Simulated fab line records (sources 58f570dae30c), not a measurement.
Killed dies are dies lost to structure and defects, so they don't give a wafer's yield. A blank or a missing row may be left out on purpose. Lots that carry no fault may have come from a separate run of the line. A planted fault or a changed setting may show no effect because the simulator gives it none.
2 desks looking at one fault + flow berkeley_cmos170 + what lay behind the numbers comes last; until then each desk has only its own

== AT THE TOOL OWNER'S DESK: pvd_sputter-01 ==
The tool's own readings at UCB170_M2_SPUTTER_01 (material Al, target thk 900 nm, time 120 s): means of the sampled wafers that have a number, for each lot that ran on this tool. If a lot's mean is further than 4 standard deviations from the usual mean, the lot is out of limits and carries the mark OUT (the distance appears in the brackets).
Columns: A = cathode_dc_power_W at UCB170_M2_SPUTTER_01, usual 6000.0 W; B = throttle_valve_pct at UCB170_M2_SPUTTER_01, usual 30.3 %
| lot  | first seen here | A                        | B    |
|------|-----------------|--------------------------|------|
| L618 | day 7 20:58     | 5999.3                   | 30.6 |
| L620 | day 8 06:44     | 5999.6                   | 30.7 |
| L622 | day 8 15:37     | 6000.0                   | 30.8 |
| L632 | day 10 19:31    | 5999.4                   | 31.0 |
| L634 | day 11 00:44    | 5999.0                   | 30.8 |
| L637 | day 11 20:05    | 5578.7 (-99 or more) OUT | 30.5 |
This desk's finding: out of limits on L637; first on L637, day 11 20:05 (cathode_dc_power_W at UCB170_M2_SPUTTER_01). Within limits: L618, L620, L622, L632, L634.

== THE METROLOGY DESK ==
What the gauges read, lot by lot, whatever tool the lot ran on: means of the sampled wafers that have a number. If a lot's mean is further than 4 standard deviations from the usual mean, the lot is out of limits and carries the mark OUT (the distance appears in the brackets).
Columns: A = NSD_RS at UCB170_SDANNEAL_RS_MEAS_03, usual 37.25 ohm/sq; B = M1_AL_RS at UCB170_M1_RS_MEAS_01, usual 0.0486 ohm/sq; C = M2_AL_RS at UCB170_M2_RS_MEAS_02, usual 0.0322 ohm/sq; D = M2_AL_THK at UCB170_M2_THK_MEAS_03, usual 886 nm
| lot  | first seen here | A     | B      | C                 | D              |
|------|-----------------|-------|--------|-------------------|----------------|
| L618 | day 7 04:53     | 37.16 | 0.0472 | 0.0316            | 898            |
| L620 | day 7 14:18     | 37.12 | 0.0480 | 0.0320            | 894            |
| L622 | day 7 21:46     | 37.39 | 0.0485 | 0.0318            | 892            |
| L623 | day 8 13:47     | 37.22 | 0.0495 | 0.0321            | 880            |
| L625 | day 8 18:27     | 37.14 | 0.0486 | 0.0313            | 903            |
| L626 | day 8 18:53     | 37.22 | 0.0481 | 0.0326            | 880            |
| L628 | day 9 16:56     | 37.36 | 0.0493 | 0.0327            | 870            |
| L629 | day 9 21:46     | 37.27 | 0.0489 | 0.0324            | 876            |
| L631 | day 10 04:32    | 37.34 | 0.0492 | 0.0325            | 872            |
| L632 | day 10 04:42    | 37.11 | 0.0486 | 0.0320            | 898            |
| L634 | day 10 09:49    | 37.32 | 0.0487 | 0.0324            | 872            |
| L633 | day 10 10:06    | 37.28 | 0.0489 | 0.0327            | 879            |
| L637 | day 11 02:08    | 37.30 | 0.0484 | 0.0349 (+7.1) OUT | 818 (-6.8) OUT |
This desk reports L637 out of limits; the earliest was L637 at day 11 20:14 (M2_AL_RS at UCB170_M2_RS_MEAS_02). Within limits: L618, L620, L622, L623, L625, L626, L628, L629, L631, L632, L634, L633.

== TAKEN TOGETHER ==
An alarm could have come from the tool owner's desk at day 11 20:05, on L637.
An alarm was possible from the metrology desk at day 11 20:14, on L637.
UCB170_M2_SPUTTER_01 was run on pvd_sputter-01 by each of the lots named.

== WHAT HAD BEEN PUT IN BY THE SIMULATOR ==
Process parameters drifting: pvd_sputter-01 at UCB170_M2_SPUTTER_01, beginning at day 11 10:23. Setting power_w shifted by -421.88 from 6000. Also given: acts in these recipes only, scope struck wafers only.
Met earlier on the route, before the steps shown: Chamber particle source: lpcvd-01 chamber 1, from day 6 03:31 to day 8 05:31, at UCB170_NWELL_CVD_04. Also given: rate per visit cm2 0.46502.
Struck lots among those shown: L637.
Delay (hours) between the fault's onset and each desk's first out-of-limits reading: 10 at the tool owner's desk, 10 at the metrology desk.
